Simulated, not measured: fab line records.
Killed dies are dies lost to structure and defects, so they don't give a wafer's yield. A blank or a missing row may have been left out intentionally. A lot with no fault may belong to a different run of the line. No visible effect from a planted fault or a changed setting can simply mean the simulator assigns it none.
fab line records	flow rit-cmos
[record] lots = 7	wafers = 21	last-day = 7
route steps=202 shown NRETRO@60 PRETRO@64 M1@202
lots untouched by any fault: they come from a run of this same line in which no faults occurred
start-h: hours from the record's opening day to when the first of the lot's shown wafers began	wait-h: hours since the lot's step before	" same as the row above	L1.1+2: several wafers, shown together as one row	- no value present, or no start provided	* or withheld: withheld	< > ~ a bound
route shown NAME@n: a module of which the file shows steps, and the number in the route of the first	usual: mean/standard deviation taken from wafers without a fault	same: alike in all rows	chamber/n: place in a boat	sites: per-site readings	_std_site: their standard deviation	_edge_site: the outer-site mean with the inner-site mean subtracted	radius-mm: for every site, how far away it sits from the centre of the wafer	mask NAME#n: copy n	behind: the last tool/chamber to shape the wafer	hold: what put the lot on hold/how long, in hours/how the hold closed	device: the transistor (n, p or np) that didn't switch	end of line: the tests these same wafers got at the end of their route	a step without rows: its recipe alone	killed: dies that structure and defects cost at the first sort, which is not the same as the wafer's yield	map: per-die view of a wafer (x killed, . not killed, _ where there is no die)
set.NAME: the setting that was run; set.NAME@STEP: the one run at that earlier step	model.NAME: the simulator's own value behind a step, which no gauge read
lots at some steps of the route; a table a step, a row a wafer
services: from which hour (start-h, from the record's first day; less than 0 if before it) a tool's chamber was out of use, for how many hours, and why
[[steps]]
[step RIT_NRETRO_HARDBAKE_07]
[recipe] resist = NOVOLAK	temp-c = 140	time-s = 120
[step RIT_NRETRO_IMPLANT_08]
[recipe] species = P	energy-kev = 68.6	dose-cm2 = 1e+13	tilt-deg = 7
[step RIT_NRETRO_STRIP_09]
[recipe] chemistry = O2	time-s = 180	resist = NOVOLAK	platen-temp-c = withheld	power-w = 500	pressure-mtorr = 4000	o2-flow-sccm = 4000
[usual] drypump-motor-current-A = 6.20/0.27	rf-refl-power-W = 6.0/1.4
lot.wafer	tool	chamber	start-h	wait-h	drypump-motor-current-A	rf-hours-counter-h	rf-refl-power-W
L979.3	plasma-asher-02	1	50.28	0.1	6.51	-	5.0
L979.5	"	1	"	"	6.48	-	5.1
L979.6	"	0	"	"	6.37	-	7.5
L981.2	plasma-asher-02	0	58.16	0.1	6.39	43	7.4
L981.4	"	1	"	"	6.50	-	5.2
L981.6	"	0	"	"	6.39	-	7.7
L984.2	plasma-asher-03	0	78.92	0.1	6.06	44	5.1
L984.3	"	1	"	"	6.33	-	5.7
L984.5	"	1	"	"	6.32	-	5.6
L989.1	plasma-asher-02	0	97.56	0.1	6.38	48	7.9
L989.3	"	1	"	"	6.48	-	4.6
L989.6	"	0	"	"	6.36	-	7.4
L990.3	plasma-asher-03	1	103.90	0.1	6.32	-	5.4
L990.4	"	0	"	"	6.06	-	5.5
L990.6	"	1	"	"	6.33	-	5.5
L992.2	plasma-asher-04	0	116.92	0.1	5.86	42	5.6
L992.5	"	0	"	"	5.85	-	5.7
L992.6	"	1	"	"	5.57	-	9.3
L997.1	plasma-asher-03	1	135.54	0.1	6.33	51	5.6
L997.4	"	1	"	"	6.35	-	5.4
L997.5	"	0	"	"	6.08	-	5.4
[step RIT_NRETRO_TW_MEAS_10]
[usual] NRETRO_TW = 1047/13
lot.wafer	tool	chamber	start-h	wait-h	NRETRO_TW
L979.3	film-metro-02	-	50.41	0.1	1065
L979.5	"	-	"	"	1064
L979.6	"	-	"	"	1065
L981.2	film-metro-03	-	58.35	0.1	1057
L981.4	"	-	"	"	1057
L981.6	"	-	"	"	1060
L984.2	film-metro-03	-	79.10	0.1	1054
L984.3	"	-	"	"	1049
L984.5	"	-	"	"	1051
L989.1	film-metro-04	-	97.73	0.1	1029
L989.3	"	-	"	"	1032
L989.6	"	-	"	"	1028
L990.3	film-metro-04	-	104.03	0.1	1034
L990.4	"	-	"	"	1029
L990.6	"	-	"	"	1034
L992.2	film-metro-02	-	117.10	0.1	1055
L992.5	"	-	"	"	1058
L992.6	"	-	"	"	1052
L997.1	film-metro-02	-	135.71	0.1	1053
L997.4	"	-	"	"	1062
L997.5	"	-	"	"	1056
[step RIT_PRETRO_HMDS_00]
[recipe] prime-time-s = 60	prime-temp-c = 140
[step RIT_PRETRO_COAT_01]
[recipe] resist = NOVOLAK	spin-rpm = 2000	resist-thk-nm = 1300
[step RIT_PRETRO_SOFTBAKE_02]
[recipe] resist = NOVOLAK	temp-c = 90	time-s = 60
[step RIT_PRETRO_EXPOSE_03]
[recipe] mask-id = M5	na = 0.57	target-cd-nm = 43700	dose-mj = 250
[step RIT_PRETRO_PEB_04]
[recipe] resist = NOVOLAK	temp-c = withheld	time-s = withheld
[step RIT_PRETRO_DEVELOP_05]
[recipe] resist = NOVOLAK	develop-time-s = 68	dev-temp-c = 23
[step RIT_PRETRO_OVL_MEAS_06]
[usual] PRETRO_OVL = 0.5/1.2
lot.wafer	tool	chamber	start-h	wait-h	PRETRO_OVL[nm]
L979.3	overlay-01	-	51.47	-	1.5
L979.5	"	-	"	"	1.9
L979.6	"	-	"	"	1.1
L981.2	overlay-02	-	59.28	-	-1.4
L981.4	"	-	"	"	-2.1
L981.6	"	-	"	"	-1.8
L984.2	overlay-01	-	80.16	-	1.5
L984.3	"	-	"	"	3.3
L984.5	"	-	"	"	2.1
L989.1	overlay-01	-	98.80	-	2.8
L989.3	"	-	"	"	1.2
L989.6	"	-	"	"	1.0
L990.3	overlay-02	-	105.09	-	0.4
L990.4	"	-	"	"	-0.4
L990.6	"	-	"	"	1.2
L992.2	overlay-02	-	118.04	-	-1.1
L992.5	"	-	"	"	-1.4
L992.6	"	-	"	"	-1.3
L997.1	overlay-02	-	136.95	-	0.0
L997.4	"	-	"	"	-0.1
L997.5	"	-	"	"	1.3
[step RIT_PRETRO_HARDBAKE_07]
[recipe] resist = NOVOLAK	temp-c = 140	time-s = 120
[step RIT_PRETRO_IMPLANT_08]
[recipe] species = B	energy-kev = 45	dose-cm2 = 1.2e+13	tilt-deg = 7
[usual] dose-ions-cm2 = 1.1999e+13/1.1e+10	faraday-current-uA = 38.0/0.72
lot.wafer	tool	chamber	start-h	wait-h	dose-ions-cm2	faraday-current-uA
L979.3	implanter-02	0	51.79	0.2	1.1995e+13	37.6
L979.5	"	0	"	"	1.199e+13	37.9
L979.6	"	0	"	"	1.1994e+13	37.2
L981.2	implanter-01	0	59.59	0.2	1.1998e+13	38.1
L981.4	"	0	"	"	1.1994e+13	39.3
L981.6	"	0	"	"	1.1997e+13	38.2
L984.2	implanter-02	0	80.47	0.2	1.202e+13	37.3
L984.3	"	0	"	"	1.1998e+13	38.2
L984.5	"	0	"	"	1.2002e+13	37.8
L989.1	implanter-01	0	99.08	0.2	1.207e+12	3.8
L989.3	"	0	"	"	1.202e+12	3.8
L989.6	"	0	"	"	1.207e+12	3.8
L990.3	implanter-01	0	105.44	0.2	1.199e+12	3.7
L990.4	"	0	"	"	1.202e+12	3.8
L990.6	"	0	"	"	1.2e+12	3.9
L992.2	implanter-01	0	118.34	0.2	1.207e+12	3.8
L992.5	"	0	"	"	1.172e+12	3.7
L992.6	"	0	"	"	1.205e+12	3.9
L997.1	implanter-02	0	137.24	0.2	1.1988e+13	39.3
L997.4	"	0	"	"	1.1992e+13	38.4
L997.5	"	0	"	"	1.1998e+13	37.9
[step RIT_PRETRO_STRIP_09]
[recipe] chemistry = O2	time-s = 180	resist = NOVOLAK	platen-temp-c = withheld	power-w = 500	pressure-mtorr = 4000	o2-flow-sccm = 4000
[usual] drypump-motor-current-A = 6.2/0.41	rf-refl-power-W = 5.7/1.3
lot.wafer	tool	chamber	start-h	wait-h	drypump-motor-current-A	rf-hours-counter-h	rf-refl-power-W
L979.3	plasma-asher-03	1	51.95	0.1	6.3	-	5.3
L979.5	"	0	"	"	6.1	-	5.5
L979.6	"	1	"	"	6.3	-	5.1
L981.2	plasma-asher-01	0	59.71	0.1	6.2	27	4.9
L981.4	"	0	"	"	6.2	-	5.1
L981.6	"	0	"	"	6.2	-	5.0
L984.2	plasma-asher-02	1	80.59	0.1	6.5	46	4.4
L984.3	"	0	"	"	6.4	-	8.2
L984.5	"	0	"	"	6.4	-	8.0
L989.1	plasma-asher-01	0	99.23	0.1	6.2	32	4.9
L989.3	"	0	"	"	6.2	-	5.0
L989.6	"	0	"	"	6.2	-	4.9
L990.3	plasma-asher-02	1	105.60	0.1	6.5	-	4.7
L990.4	"	0	"	"	6.4	-	7.8
L990.6	"	0	"	"	6.4	-	7.5
L992.2	plasma-asher-02	1	118.47	0.1	6.5	0	4.8
L992.5	"	0	"	"	6.4	-	7.7
L992.6	"	1	"	"	6.5	-	5.4
L997.1	plasma-asher-02	0	137.39	0.1	6.4	2	7.6
L997.4	"	0	"	"	6.4	-	8.0
L997.5	"	1	"	"	6.5	-	4.9
[step RIT_PRETRO_TW_MEAS_10]
[usual] PRETRO_TW = 475/5.2
lot.wafer	tool	chamber	start-h	wait-h	hold	PRETRO_TW
L979.3	film-metro-04	-	52.09	0.1	-	473
L979.5	"	-	"	"	-	472
L979.6	"	-	"	"	-	472
L981.2	film-metro-02	-	59.90	0.1	-	485
L981.4	"	-	"	"	-	482
L981.6	"	-	"	"	-	482
L984.2	film-metro-01	-	80.78	0.1	-	478
L984.3	"	-	"	"	-	478
L984.5	"	-	"	"	-	479
L989.1	film-metro-01	-	99.41	0.1	await-dispo/0.2h/release	243
L989.3	"	-	"	"	await-dispo/0.2h/release	241
L989.6	"	-	"	"	await-dispo/0.2h/release	239
L989.1	film-metro-01	-	99.63	0.2	-	242
L989.3	"	-	"	"	-	240
L989.6	"	-	"	"	-	240
L990.3	film-metro-04	-	105.74	0.1	await-dispo/0.2h/release	234
L990.4	"	-	"	"	await-dispo/0.2h/release	233
L990.6	"	-	"	"	await-dispo/0.2h/release	234
L990.3	film-metro-04	-	105.96	0.2	-	233
L990.4	"	-	"	"	-	233
L990.6	"	-	"	"	-	234
L992.2	film-metro-01	-	118.65	0.1	await-dispo/0.2h/release	238
L992.5	"	-	"	"	await-dispo/0.2h/release	240
L992.6	"	-	"	"	await-dispo/0.2h/release	238
L992.2	film-metro-01	-	118.88	0.2	-	235
L992.5	"	-	"	"	-	241
L992.6	"	-	"	"	-	238
L997.1	film-metro-02	-	137.77	0.3	-	482
L997.4	"	-	"	"	-	481
L997.5	"	-	"	"	-	482
[step RIT_M1_PROBE_99]
[usual] defect-limited-yield = 97.4/1.2	killed_at_M0_to_M3 = 0.0/0.16	killed-at-contacts = 0.1/0.24	killed-at-front-end = 7/3.2	killed-dies = 7/3.2	killed-open = 3.4/2	killed-short = 3.5/2.2	sort_bin_3_pad_short = 0.1/0.21	sort_bin_5_function = 1.6/0.79	sort_bin_6_memory = 0.9/0.72	sort-n-pass = 257/3.2	sort-yield-pct = 97.4/1.2
[same] gross-dies = 264	killed_at_M4_up = 0	killed-at-back-side = 0	killed-at-other = 0
lot.wafer	tool	chamber	start-h	wait-h	defect-limited-yield[%]	killed_at_M0_to_M3	killed-at-contacts	killed-at-front-end	killed-dies	killed-open	killed-short	sort_bin_3_pad_short[%]	sort_bin_5_function[%]	sort_bin_6_memory[%]	sort-n-pass	sort-yield-pct[%]
L979.3	prober-01	-	84.55	0.2	96.2	0	1	9	10	4	6	0	3.0	0.8	254	96.2
L979.5	prober-01	-	84.65	0.2	96.6	0	0	9	9	4	5	0	2.3	1.1	255	96.6
L979.6	prober-01	-	84.70	0.2	95.5	0	0	12	12	5	7	0.8	2.7	1.1	252	95.5
L981.2	prober-01	-	89.55	0.1	98.5	0	0	4	4	2	2	0	1.5	0	260	98.5
L981.4	prober-01	-	89.65	0.2	98.1	0	0	5	5	2	3	0.4	0.8	0.8	259	98.1
L981.6	prober-01	-	89.75	0.2	97.0	1	0	7	8	2	6	0.8	1.9	0.4	256	97.0
L984.2	prober-02	-	107.44	0.1	98.1	0	0	5	5	2	3	0	1.9	0	259	98.1
L984.3	prober-02	-	107.49	0.2	98.1	0	0	5	5	2	3	0	1.5	0.4	259	98.1
L984.5	prober-02	-	107.59	0.2	95.8	0	1	10	11	6	5	0.4	3.0	0.8	253	95.8
L997.1	prober-01	-	167.21	0.1	95.8	0	0	11	11	5	6	0	1.9	2.3	253	95.8
L997.4	prober-01	-	167.36	0.2	97.3	0	0	7	7	3	4	0	1.5	1.1	257	97.3
L997.5	prober-01	-	167.41	0.2	97.7	0	0	6	6	4	2	0	1.9	0.4	258	97.7
// killed by level:class
L979.3 GATE:geometric-particle:short=2 REOX:geometric-particle:short=2 FOX1:geometric-particle:open=1 FOX2:geometric-particle:open=1 SPACER:geometric-particle:short=1 SPACER:geometric-particle:open=1 SILICIDE:geometric-particle:open=1 CONTACT:geometric-particle:short=1
L979.5 GATE:geometric-particle:short=4 GATE:geometric-particle:open=2 REOX:geometric-particle:open=1 SILICIDE:geometric-particle:short=1 SILICIDE:geometric-particle:open=1
L979.6 SPACER:geometric-particle:open=3 SPACER:geometric-particle:short=3 GATE:geometric-particle:short=2 REOX:geometric-particle:short=2 FOX1:geometric-particle:open=1 SILICIDE:geometric-particle:open=1
L981.2 FOX2:geometric-particle:short=1 REOX:geometric-particle:open=1 SPACER:geometric-particle:short=1 SPACER:geometric-particle:open=1
L981.4 FOX1:geometric-particle:short=1 GATE:geometric-particle:open=1 GATE:geometric-particle:short=1 SPACER:geometric-particle:short=1 SPACER:geometric-particle:open=1
L981.6 GATE:geometric-particle:short=3 FOX2:geometric-particle:short=1 GATE:geometric-particle:open=1 SPACER:geometric-particle:open=1 SPACER:geometric-particle:short=1 M1:geometric-particle:short=1
L984.2 GATE:geometric-particle:short=2 GATE:geometric-particle:open=2 SPACER:geometric-particle:short=1
L984.3 FOX2:geometric-particle:short=1 FOX2:geometric-particle:open=1 GATE:geometric-particle:open=1 GATE:geometric-particle:short=1 REOX:geometric-particle:short=1
L984.5 GATE:geometric-particle:open=3 GATE:geometric-particle:short=2 SPACER:geometric-particle:open=2 FOX1:geometric-particle:open=1 REOX:geometric-particle:short=1 SPACER:geometric-particle:short=1 CONTACT:geometric-particle:short=1
L997.1 SPACER:geometric-particle:short=3 FOX2:geometric-particle:short=2 GATE:geometric-particle:open=2 FOX1:geometric-particle:open=1 FOX2:geometric-particle:open=1 GATE:geometric-particle:short=1 SPACER:geometric-particle:open=1
L997.4 REOX:geometric-particle:open=2 SPACER:geometric-particle:short=2 FOX2:geometric-particle:open=1 GATE:geometric-particle:short=1 REOX:geometric-particle:short=1
L997.5 GATE:geometric-particle:open=4 REOX:geometric-particle:short=2
[[services]]
tool	chamber	start-h	hours	kind
implanter-02	-	42.16	2.6	repair
plasma-asher-04	-	46.63	28.1	pm
implanter-01	-	47.18	4.6	repair
plasma-asher-04	-	86.48	2.8	pm
plasma-asher-02	-	108.75	9.0	pm
plasma-asher-02	0	108.75	9.0	vent-cycle
plasma-asher-02	1	108.75	9.0	vent-cycle
plasma-asher-01	-	114.96	0.6	repair
plasma-asher-02	0	117.75	-	clean
plasma-asher-02	1	117.75	-	clean
plasma-asher-03	-	121.60	2.2	repair
implanter-01	-	129.03	3.7	pm
[[key]]
[first-sign] step = RIT_PRETRO_IMPLANT_08	reading = dose-ions-cm2	direction = down	sigmas = 99+	usual = 1.1999e+13	struck = 1.2e+12
[effect] step = RIT_PRETRO_IMPLANT_08	reading = faraday-current-uA	direction = down	sigmas = 48	usual = 38.0	struck = 3.8
[effect] step = RIT_PRETRO_TW_MEAS_10	reading = visit	direction = added
[effect] step = RIT_PRETRO_TW_MEAS_10	reading = PRETRO_TW	direction = down	sigmas = 46	usual = 475	struck = 238
met-at RIT_PRETRO_IMPLANT_08
struck-wafers L989.1,L989.3,L989.6,L990.3,L990.4,L990.6,L992.2,L992.5,L992.6
scrapped-behind RIT_PRETRO_TW_MEAS_10 L989.1,L989.3,L989.6,L990.3,L990.4,L990.6,L992.2,L992.5,L992.6
onset-between 59.59 99.08
[fault] kind = process-parameter-drift	tool = implanter-01	chamber = -	onset-h = 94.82	steps = RIT_PRETRO_IMPLANT_08	channel = dose-cm2	offset = -1.08e+13	shape = step	end-h = 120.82	acts-in = these-recipes-only	stated = 1.2e+13
